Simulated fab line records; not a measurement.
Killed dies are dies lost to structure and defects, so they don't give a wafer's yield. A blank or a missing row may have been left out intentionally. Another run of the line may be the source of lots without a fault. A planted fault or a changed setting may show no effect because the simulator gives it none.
fab line records + flow rit-cmos
record
- lots=5
- wafers=15
- last-day=7
route steps=202 shown GATE@77 FOX2@80 M1@202
lots that met no fault: from a run of the same line without faults
start-h: start of the lot's first displayed wafer, in hours after the record's first day + wait-h: hours since the lot's step before + " the same as in the row above + L1.1+2: one row covering several wafers at once + - no value present, or no start provided + * or withheld: withheld + < > ~ a bound
route shown NAME@n: a module of which the file shows steps, and the number in the route of the first + usual: the fault-free wafers' mean and standard deviation + same: alike in all rows + chamber/n: place in a boat + sites: per-site readings + _std_site: their standard deviation + _edge_site: outer sites' mean less inner sites' + radius-mm: how far each site lies from the wafer's centre + mask NAME#n: copy n + behind: the last tool/chamber to shape the wafer + hold: what put the lot on hold/how long, in hours/how the hold closed + device: which transistor (n, p or np) failed to switch + end of line: tests of these same wafers at the route's end + for a step that has no rows: nothing shown but its recipe + killed: count of dies lost to structure and defects at first sort (not the wafer's yield) + map: a wafer's dies, marking killed ones x, the rest . and places with no die _
set.NAME: the run value of the setting; set.NAME@STEP: its run value at that earlier step + model.NAME: the simulator's own value behind a step, which no gauge read
a table for each step, a row for each wafer; lots at some steps of the route
services: when a tool's chamber went out of use (start-h, in hours from the record's first day, below 0 if earlier), for how many hours, and the reason
## steps
# step RIT_GATE_CLEAN_02
# recipe
- chemistry=dHF
- dilution=50:1
- time-s=30
# step RIT_GATE_CLEAN_03
# recipe
- chemistry=SC2
- mix=3:3:50
- time-s=600
- temp-c=75
- dry=n2-spin
# step RIT_GATE_CLEAN_04
# recipe
- chemistry=dHF
- dilution=50:1
- time-s=60
- dry=n2-spin
# step RIT_FOX2_THK_MEAS_91
# recipe
- reads=SiO2_of_FOX2_OXIDATION_00
# usual
- FIELD_OXIDE_LEFT_2_THK=257/7.8
| lot.wafer | tool          | chamber | start-h | wait-h | FIELD_OXIDE_LEFT_2_THK[nm] |
|-----------|---------------|---------|---------|--------|----------------------------|
| L592.2    | film-metro-03 | -       | 49.62   | 0.0    | 256                        |
| L592.4    | "             | -       | "       | "      | 259                        |
| L592.6    | "             | -       | "       | "      | 256                        |
| L598.2    | film-metro-02 | -       | 83.46   | 0.0    | 265                        |
| L598.4    | "             | -       | "       | "      | 261                        |
| L598.6    | "             | -       | "       | "      | 265                        |
| L603.1    | film-metro-03 | -       | 105.15  | 0.0    | 244                        |
| L603.3    | "             | -       | "       | "      | 248                        |
| L603.5    | "             | -       | "       | "      | 251                        |
| L604.1    | film-metro-03 | -       | 110.52  | 0.0    | 257                        |
| L604.2    | "             | -       | "       | "      | 260                        |
| L604.3    | "             | -       | "       | "      | 254                        |
| L607.3    | film-metro-03 | -       | 131.79  | 0.0    | 254                        |
| L607.5    | "             | -       | "       | "      | 257                        |
| L607.6    | "             | -       | "       | "      | 253                        |
# step RIT_GATE_OXIDATION_05
# recipe
- temp-c=900
- ambient=O2
- target-thk-a=30
- ox-time-s=270
# step RIT_GATE_ANNEAL_06
# recipe
- temp-c=900
- time-s=600
- ambient=N2O
# step RIT_GATE_THK_MEAS_07
# recipe
- reads=SiO2_of_GATE_OXIDATION_05
# usual
- GATE_OXIDE_THK=3.02/0.052
| lot.wafer | tool          | chamber | start-h | wait-h | GATE_OXIDE_THK[nm] |
|-----------|---------------|---------|---------|--------|--------------------|
| L592.2    | film-metro-02 | -       | 51.19   | 0.0    | 3.09               |
| L592.4    | "             | -       | "       | "      | 3.16               |
| L592.6    | "             | -       | "       | "      | 3.12               |
| L598.2    | film-metro-03 | -       | 85.16   | 0.0    | 3.01               |
| L598.4    | "             | -       | "       | "      | 3.04               |
| L598.6    | "             | -       | "       | "      | 3.02               |
| L603.1    | film-metro-04 | -       | 107.68  | 0.0    | 3.05               |
| L603.3    | "             | -       | "       | "      | 3.07               |
| L603.5    | "             | -       | "       | "      | 2.97               |
| L604.1    | film-metro-02 | -       | 128.12  | 0.0    | 3.02               |
| L604.2    | "             | -       | "       | "      | 3.02               |
| L604.3    | "             | -       | "       | "      | 3.04               |
| L607.3    | film-metro-02 | -       | 136.56  | 0.0    | 3.01               |
| L607.5    | "             | -       | "       | "      | 3.08               |
| L607.6    | "             | -       | "       | "      | 3.04               |
# step RIT_GATE_CVD_08
# recipe
- material=poly-Si
- target-thk-nm=250
- temp-c=610
- precursor=SiH4
- time-s=2220
- pressure-mtorr=300
- sih4-flow-sccm=100
# step RIT_GATE_THK_MEAS_09
# recipe
- reads=poly-Si_of_GATE_CVD_08
# usual
- GATE_POLY_THK=248.2/2.4
| lot.wafer | tool          | chamber | start-h | wait-h | GATE_POLY_THK[nm] |
|-----------|---------------|---------|---------|--------|-------------------|
| L592.2    | film-metro-03 | -       | 52.87   | 0.0    | 248.6             |
| L592.4    | "             | -       | "       | "      | 246.6             |
| L592.6    | "             | -       | "       | "      | 249.0             |
| L598.2    | film-metro-03 | -       | 87.64   | 0.0    | 246.4             |
| L598.4    | "             | -       | "       | "      | 247.0             |
| L598.6    | "             | -       | "       | "      | 247.2             |
| L603.1    | film-metro-04 | -       | 110.16  | 0.0    | 249.8             |
| L603.3    | "             | -       | "       | "      | 251.2             |
| L603.5    | "             | -       | "       | "      | 251.5             |
| L604.1    | film-metro-02 | -       | 130.60  | 0.0    | 243.7             |
| L604.2    | "             | -       | "       | "      | 245.1             |
| L604.3    | "             | -       | "       | "      | 242.7             |
| L607.3    | film-metro-03 | -       | 138.23  | 0.0    | 246.6             |
| L607.5    | "             | -       | "       | "      | 247.0             |
| L607.6    | "             | -       | "       | "      | 249.4             |
# step RIT_GATE_HMDS_10
# recipe
- prime-time-s=60
- prime-temp-c=140
# step RIT_GATE_COAT_11
# recipe
- resist=NOVOLAK
- spin-rpm=4250
- resist-thk-nm=850
# step RIT_GATE_SOFTBAKE_12
# recipe
- resist=NOVOLAK
- temp-c=90
- time-s=60
# step RIT_GATE_EXPOSE_13
# recipe
- mask-id=M6
- na=0.6
- source-shape=conventional
- sigma-outer=0.6
- target-cd-nm=150
- dose-mj=380
| lot.wafer  | tool             | chamber | start-h | wait-h | mask    |
|------------|------------------|---------|---------|--------|---------|
| L592.2+4+6 | iline-stepper-01 | 0       | 53.38   | 0.1    | M6#0    |
| L598.2+4+6 | iline-stepper-02 | 0       | 88.34   | 0.3    | M6#0    |
| L603.1+3+5 | iline-stepper-01 | 0       | 110.67  | 0.1    | M6_R1#0 |
| L604.1+2+3 | iline-stepper-02 | 0       | 131.41  | 0.2    | M6#0    |
| L607.3+5+6 | iline-stepper-02 | 0       | 138.89  | 0.2    | M6#0    |
# step RIT_GATE_PEB_14
# recipe
- resist=NOVOLAK
- temp-c=withheld
- time-s=withheld
# step RIT_GATE_DEVELOP_15
# recipe
- resist=NOVOLAK
- develop-time-s=50
- dev-temp-c=23
# step RIT_GATE_CD_MEAS_16
# recipe
- target-cd-nm=150
# usual
- cd-nm=150.5/2.5
| lot.wafer | tool      | chamber | start-h | wait-h | cd-nm |
|-----------|-----------|---------|---------|--------|-------|
| L592.2    | cd-sem-01 | -       | 53.79   | -      | 150.8 |
| L592.4    | "         | -       | "       | "      | 151.5 |
| L592.6    | "         | -       | "       | "      | 153.9 |
| L598.2    | cd-sem-01 | -       | 88.75   | -      | 148.4 |
| L598.4    | "         | -       | "       | "      | 149.7 |
| L598.6    | "         | -       | "       | "      | 148.4 |
| L603.1    | cd-sem-02 | -       | 111.15  | -      | 126.8 |
| L603.3    | "         | -       | "       | "      | 126.8 |
| L603.5    | "         | -       | "       | "      | 125.5 |
| L604.1    | cd-sem-02 | -       | 131.81  | -      | 149.3 |
| L604.2    | "         | -       | "       | "      | 149.6 |
| L604.3    | "         | -       | "       | "      | 149.0 |
| L607.3    | cd-sem-02 | -       | 139.29  | -      | 148.0 |
| L607.5    | "         | -       | "       | "      | 147.4 |
| L607.6    | "         | -       | "       | "      | 147.1 |
# step RIT_GATE_OVL_MEAS_17
# usual
- GATE_OVL=0.4/1.4
| lot.wafer | tool       | chamber | start-h | wait-h | GATE_OVL[nm] |
|-----------|------------|---------|---------|--------|--------------|
| L592.2    | overlay-01 | -       | 53.89   | 0.1    | 0.7          |
| L592.4    | "          | -       | "       | "      | 0.2          |
| L592.6    | "          | -       | "       | "      | 1.4          |
| L598.2    | overlay-01 | -       | 88.85   | 0.1    | -0.8         |
| L598.4    | "          | -       | "       | "      | -0.2         |
| L598.6    | "          | -       | "       | "      | -0.4         |
| L603.1    | overlay-02 | -       | 111.27  | 0.1    | 2.5          |
| L603.3    | "          | -       | "       | "      | 0.6          |
| L603.5    | "          | -       | "       | "      | -0.2         |
| L604.1    | overlay-02 | -       | 131.93  | 0.1    | 0.7          |
| L604.2    | "          | -       | "       | "      | -0.3         |
| L604.3    | "          | -       | "       | "      | 1.6          |
| L607.3    | overlay-01 | -       | 139.38  | 0.1    | -0.3         |
| L607.5    | "          | -       | "       | "      | -1.3         |
| L607.6    | "          | -       | "       | "      | 0.6          |
# step RIT_GATE_HARDBAKE_18
# recipe
- resist=NOVOLAK
- temp-c=140
- time-s=60
# step RIT_GATE_ETCH_19
# recipe
- chemistry=SF6/CHF3/O2
- time-s=165
- SF6_flow_sccm=30
- CHF3_flow_sccm=30
- O2_flow_sccm=5
- target=poly-Si
- pressure-mtorr=40
- rf-w=160
- target-depth-a=3125
- over-etch-frac=0.25
- stop-on=SiO2
# usual
- CHF3_flow_sccm=30.00/0.085
- drypump-motor-current-A=5.91/0.3
- oes-product-au=0.847/0.0099
- throttle-valve-pct=10.24/0.16
| lot.wafer | tool      | chamber | start-h | wait-h | CHF3_flow_sccm | drypump-motor-current-A | oes-product-au | rf-hours-counter-h | throttle-valve-pct | model.GATE.cd-nm |
|-----------|-----------|---------|---------|--------|----------------|-------------------------|----------------|--------------------|--------------------|------------------|
| L592.2    | rie-si-02 | 2       | 54.14   | 0.1    | 30.02          | 6.32                    | 0.865          | 2                  | 10.17              | 150.2            |
| L592.4    | "         | 0       | "       | "      | 30.04          | 5.49                    | 0.838          | 55                 | 10.32              | 151.6            |
| L592.6    | "         | 0       | "       | "      | 30.06          | 5.49                    | 0.845          | -                  | 10.32              | 154              |
| L598.2    | rie-si-02 | 3       | 89.03   | 0.1    | 30.01          | 5.56                    | 0.830          | 3                  | 10.16              | 148.5            |
| L598.4    | "         | 0       | "       | "      | 30.16          | 5.50                    | 0.846          | 55                 | 10.33              | 149.5            |
| L598.6    | "         | 0       | "       | "      | 30.03          | 5.52                    | 0.847          | -                  | 10.33              | 148.6            |
| L603.1    | rie-si-01 | 3       | 111.46  | 0.1    | 29.98          | 5.72                    | 0.863          | 120                | 10.30              | 126.7            |
| L603.3    | "         | 0       | "       | "      | 30.05          | 6.14                    | 0.865          | 3                  | 10.52              | 126.7            |
| L603.5    | "         | 1       | "       | "      | 29.95          | 5.73                    | 0.851          | -                  | 9.90               | 125.8            |
| L604.1    | rie-si-02 | 0       | 132.11  | 0.1    | 30.01          | 5.51                    | 0.837          | 56                 | 10.32              | 148.8            |
| L604.2    | "         | 3       | "       | "      | 29.89          | 5.57                    | 0.831          | 3                  | 10.16              | 149.8            |
| L604.3    | "         | 2       | "       | "      | 29.93          | 6.34                    | 0.838          | 2                  | 10.15              | 148.9            |
| L607.3    | rie-si-01 | 2       | 139.55  | 0.1    | 29.96          | 6.18                    | 0.845          | 119                | 10.29              | 148              |
| L607.5    | "         | 3       | "       | "      | 30.02          | 5.69                    | 0.851          | -                  | 10.29              | 147.2            |
| L607.6    | "         | 0       | "       | "      | 30.05          | 6.14                    | 0.853          | -                  | 10.52              | 146.8            |
# step RIT_GATE_STRIP_20
# recipe
- chemistry=O2
- time-s=180
- resist=NOVOLAK
- platen-temp-c=withheld
- power-w=500
- pressure-mtorr=4000
- o2-flow-sccm=4000
# usual
- drypump-motor-current-A=5.8/0.43
| lot.wafer | tool            | chamber | start-h | wait-h | drypump-motor-current-A | rf-hours-counter-h |
|-----------|-----------------|---------|---------|--------|-------------------------|--------------------|
| L592.2    | plasma-asher-03 | 1       | 54.24   | 0.1    | 5.5                     | 36                 |
| L592.4    | "               | 1       | "       | "      | 5.5                     | -                  |
| L592.6    | "               | 0       | "       | "      | 6.2                     | -                  |
| L598.2    | plasma-asher-03 | 1       | 89.14   | 0.1    | 5.5                     | 40                 |
| L598.4    | "               | 1       | "       | "      | 5.5                     | -                  |
| L598.6    | "               | 1       | "       | "      | 5.5                     | -                  |
| L603.1    | plasma-asher-04 | 0       | 111.57  | 0.1    | 5.9                     | 47                 |
| L603.3    | "               | 1       | "       | "      | 5.6                     | -                  |
| L603.5    | "               | 1       | "       | "      | 5.6                     | -                  |
| L604.1    | plasma-asher-02 | 0       | 132.22  | 0.1    | 5.1                     | 1                  |
| L604.2    | "               | 1       | "       | "      | 6.6                     | 1                  |
| L604.3    | "               | 1       | "       | "      | 6.6                     | -                  |
| L607.3    | plasma-asher-04 | 0       | 139.72  | 0.1    | 5.8                     | -                  |
| L607.5    | "               | 1       | "       | "      | 5.7                     | -                  |
| L607.6    | "               | 0       | "       | "      | 5.9                     | -                  |
# step RIT_M1_PROBE_99
# usual
- killed-at-front-end=7.0/2.8
- killed-dies=7.0/2.8
- killed-on-rim=2.0/1.4
- killed-open=3.4/1.9
- killed-short=3.6/2
# same
- gross-dies=264
- killed_at_M0_to_M3=0
- killed_at_M4_up=0
- killed-at-back-side=0
- killed-at-contacts=0
- killed-at-other=0
| lot.wafer | tool      | chamber | start-h | wait-h | killed-at-front-end | killed-dies | killed-on-rim | killed-open | killed-short | model.etest.pmos_0p3.r-on-ohm-um | model.etest.pmos-turned.r-on-ohm-um | model.etest.pmos_0p15.r-on-ohm-um | model.etest.nmos_0p15.r-on-ohm-um | model.etest.nmos_0p3.r-on-ohm-um | model.etest.nmos_0p15.drive-ua-um | model.etest.pmos_0p15.drive-ua-um | model.etest.npoly-line.line-ohm-um |
|-----------|-----------|---------|---------|--------|---------------------|-------------|---------------|-------------|--------------|----------------------------------|-------------------------------------|-----------------------------------|-----------------------------------|----------------------------------|-----------------------------------|-----------------------------------|------------------------------------|
| L592.2    | prober-01 | -       | 75.67   | 0.1    | 7                   | 7           | 1             | 4           | 3            | 6365                             | 3486                                | 2787                              | 1217                              | 2269                             | 440.5                             | 253.4                             | 166                                |
| L592.4    | prober-01 | -       | 75.77   | 0.2    | 5                   | 5           | 2             | 2           | 3            | 6332                             | 3364                                | 2756                              | 1164                              | 2233                             | 434.3                             | 253.2                             | 162.3                              |
| L592.6    | prober-01 | -       | 75.87   | 0.2    | 10                  | 10          | 4             | 5           | 5            | 6374                             | 3466                                | 2814                              | 1197                              | 2272                             | 424.9                             | 247.1                             | 158.8                              |
| L598.2    | prober-01 | -       | 112.27  | 0.1    | 13                  | 13          | 5             | 7           | 6            | 6286                             | 3303                                | 2675                              | 1088                              | 2119                             | 491.4                             | 264.1                             | 166.8                              |
| L598.4    | prober-01 | -       | 112.37  | 0.2    | 8                   | 8           | 2             | 7           | 1            | 6364                             | 3365                                | 2718                              | 1079                              | 2151                             | 473                               | 255.8                             | 167.6                              |
| L598.6    | prober-01 | -       | 112.47  | 0.2    | 7                   | 7           | 2             | 3           | 4            | 6324                             | 3290                                | 2690                              | 1073                              | 2131                             | 485.2                             | 262.1                             | 165.6                              |
| L603.1    | prober-02 | -       | 139.60  | 0.1    | 66                  | 66          | 41            | 4           | 6            | 5934                             | 3116                                | 2393                              | 1064                              | 2097                             | 565.6                             | 314.2                             | 221.7                              |
| L603.3    | prober-02 | -       | 139.70  | 0.2    | 64                  | 64          | 34            | 1           | 6            | 5937                             | 3083                                | 2362                              | 1057                              | 2091                             | 564.5                             | 316.8                             | 218.7                              |
| L603.5    | prober-02 | -       | 139.80  | 0.2    | 49                  | 49          | 34            | 3           | 2            | 5774                             | 3018                                | 2308                              | 1024                              | 2041                             | 578.3                             | 324.8                             | 223.4                              |
| L604.1    | prober-01 | -       | 152.82  | 0.1    | 8                   | 8           | 3             | 4           | 4            | 6449                             | 3574                                | 2883                              | 1151                              | 2190                             | 469.4                             | 245.9                             | 166.7                              |
| L604.2    | prober-01 | -       | 152.87  | 0.1    | 3                   | 3           | 3             | 1           | 2            | 6382                             | 3524                                | 2833                              | 1118                              | 2152                             | 466.8                             | 249.6                             | 164.2                              |
| L604.3    | prober-01 | -       | 152.92  | 0.2    | 4                   | 4           | 1             | 2           | 2            | 6510                             | 3577                                | 2896                              | 1132                              | 2178                             | 461.4                             | 241.4                             | 168.2                              |
| L607.3    | prober-02 | -       | 165.24  | 0.2    | 7                   | 7           | 2             | 4           | 3            | 6345                             | 3300                                | 2686                              | 1095                              | 2139                             | 482.9                             | 263.3                             | 169.9                              |
| L607.5    | prober-02 | -       | 165.34  | 0.2    | 7                   | 7           | 1             | 2           | 5            | 6329                             | 3423                                | 2716                              | 1090                              | 2114                             | 479.8                             | 258.8                             | 170.9                              |
| L607.6    | prober-02 | -       | 165.39  | 0.2    | 7                   | 7           | 1             | 6           | 1            | 6216                             | 3305                                | 2678                              | 1122                              | 2150                             | 485.5                             | 267.8                             | 171.5                              |
# killed by level:class
L592.2 FOX2:geometric-particle:short=2 SILICIDE:geometric-particle:open=2 FOX1:geometric-particle:open=1 GATE:geometric-particle:short=1 SPACER:geometric-particle:open=1
L592.4 GATE:geometric-particle:open=2 FOX1:geometric-particle:short=1 FOX2:geometric-particle:short=1 REOX:geometric-particle:short=1
L592.6 GATE:geometric-particle:short=4 GATE:geometric-particle:open=3 FOX1:geometric-particle:open=1 FOX2:geometric-particle:open=1 FOX2:geometric-particle:short=1
L598.2 FOX2:geometric-particle:open=3 GATE:geometric-particle:short=2 GATE:geometric-particle:open=2 REOX:geometric-particle:short=2 FOX2:geometric-particle:short=1 SPACER:geometric-particle:open=1 SILICIDE:geometric-particle:short=1 SILICIDE:geometric-particle:open=1
L598.4 GATE:geometric-particle:open=3 SILICIDE:geometric-particle:open=3 FOX2:geometric-particle:open=1 REOX:geometric-particle:short=1
L598.6 SILICIDE:geometric-particle:open=2 SILICIDE:geometric-particle:short=2 GATE:geometric-particle:short=1 REOX:geometric-particle:short=1 SPACER:geometric-particle:open=1
L603.1 GATE:area-expose=56 SPACER:geometric-particle:short=2 SILICIDE:geometric-particle:short=2 ACTIVE:geometric-particle:open=1 FOX1:geometric-particle:open=1 FOX2:geometric-particle:short=1 GATE:geometric-particle:short=1 GATE:geometric-particle:open=1
L603.3 GATE:area-expose=57 GATE:geometric-particle:short=3 ACTIVE:geometric-particle:short=1 GATE:geometric-particle:open=1 REOX:geometric-particle:short=1 SPACER:geometric-particle:short=1
L603.5 GATE:area-expose=44 GATE:geometric-particle:open=3 GATE:geometric-particle:short=1 SPACER:geometric-particle:short=1
L604.1 GATE:geometric-particle:open=3 GATE:geometric-particle:short=2 FOX1:geometric-particle:short=1 SPACER:geometric-particle:short=1 SPACER:geometric-particle:open=1
L604.2 FOX1:geometric-particle:short=1 FOX2:geometric-particle:open=1 SPACER:geometric-particle:short=1
L604.3 GATE:geometric-particle:short=1 GATE:geometric-particle:open=1 SPACER:geometric-particle:short=1 SPACER:geometric-particle:open=1
L607.3 FOX1:geometric-particle:open=2 REOX:geometric-particle:short=2 REOX:geometric-particle:open=1 SILICIDE:geometric-particle:open=1 SILICIDE:geometric-particle:short=1
L607.5 FOX1:geometric-particle:short=2 REOX:geometric-particle:open=2 REOX:geometric-particle:short=2 GATE:geometric-particle:short=1
L607.6 REOX:geometric-particle:open=3 SILICIDE:geometric-particle:open=2 GATE:geometric-particle:open=1 GATE:geometric-particle:short=1
# map L603.1 (x killed, . not)
________x.xxxx._______
_____x.....x.xx..x____
____xxx..x.x.......___
___x..x.x.......xx.x__
__x.x............x..x_
__....x............x._
_.x.................xx
_.................x..x
_xxx................x.
_x....x.........x...xx
__x.................._
__x................x._
___xx.........xx..xx__
____x......xx....xx___
_____x.xxx..x..x.x____
________x.x.xx._______
# map L592.6 (x killed, . not)
________......._______
_____.............____
____.........x.....___
___.................__
__..................._
__..................._
_....x................
_.....................
_x....................
_........x..........x.
__.x................._
__.................xx_
___.................__
____............x..___
_____....x........____
________......._______
## services
| tool             | chamber | start-h | hours | kind        |
|------------------|---------|---------|-------|-------------|
| iline-stepper-02 | -       | 61.37   | 1.7   | pm          |
| iline-stepper-01 | -       | 83.57   | 13.7  | repair      |
| iline-stepper-02 | -       | 104.00  | 2.4   | repair      |
| iline-stepper-01 | -       | 108.24  | 1.7   | repair      |
| plasma-asher-02  | -       | 108.75  | 9.0   | pm          |
| plasma-asher-02  | 0       | 108.75  | 11.4  | vent-cycle  |
| plasma-asher-02  | 1       | 108.75  | 11.4  | vent-cycle  |
| iline-stepper-02 | -       | 115.72  | 8.9   | pm          |
| plasma-asher-02  | -       | 116.00  | 4.1   | repair      |
| plasma-asher-02  | 0       | 117.75  | -     | clean       |
| plasma-asher-02  | 1       | 117.75  | -     | clean       |
| rie-si-01        | -       | 127.20  | 0.8   | repair      |
| iline-stepper-02 | 0       | 129.29  | -     | calibration |
## key
first-sign
- step=RIT_GATE_EXPOSE_13
- reading=mask
- direction=changed
effect
- step=RIT_GATE_CD_MEAS_16
- reading=cd-nm
- direction=down
- sigmas=9.5
- usual=150.5
- struck=126.4
effect
- step=RIT_M1_PROBE_99
- reading=killed-at-front-end
- direction=up
- sigmas=19
- usual=7.0
- struck=59.7
model-effect
- step=RIT_GATE_ETCH_19
- value=GATE.cd-nm
- without=148.4
- struck=126.4
model-effect
- step=RIT_M1_PROBE_99
- value=etest.pmos_0p3.r-on-ohm-um
- without=6391
- struck=5882
more-kills-born-at
- RIT_GATE_EXPOSE_13@iline-stepper-01=157
met-at RIT_GATE_EXPOSE_13
struck-wafers L603.1,L603.3,L603.5
tester-left-out L603
onset-between 53.38 110.67
fault
- kind=wrong-mask
- tool=any
- chamber=-
- onset-h=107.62
- steps=RIT_GATE_EXPOSE_13
- aux-copy=M6_R1#0
- cd-offset-nm=-22
- scope=struck-lots-only
# tester-left-out: of these lots the tester's yield and bins aren't shown, on N5 and GAA mostly nor the transistor test; their killed dies are dies lost to structure and defects alone, not to doping, threshold or leakage, so they don't give the yield
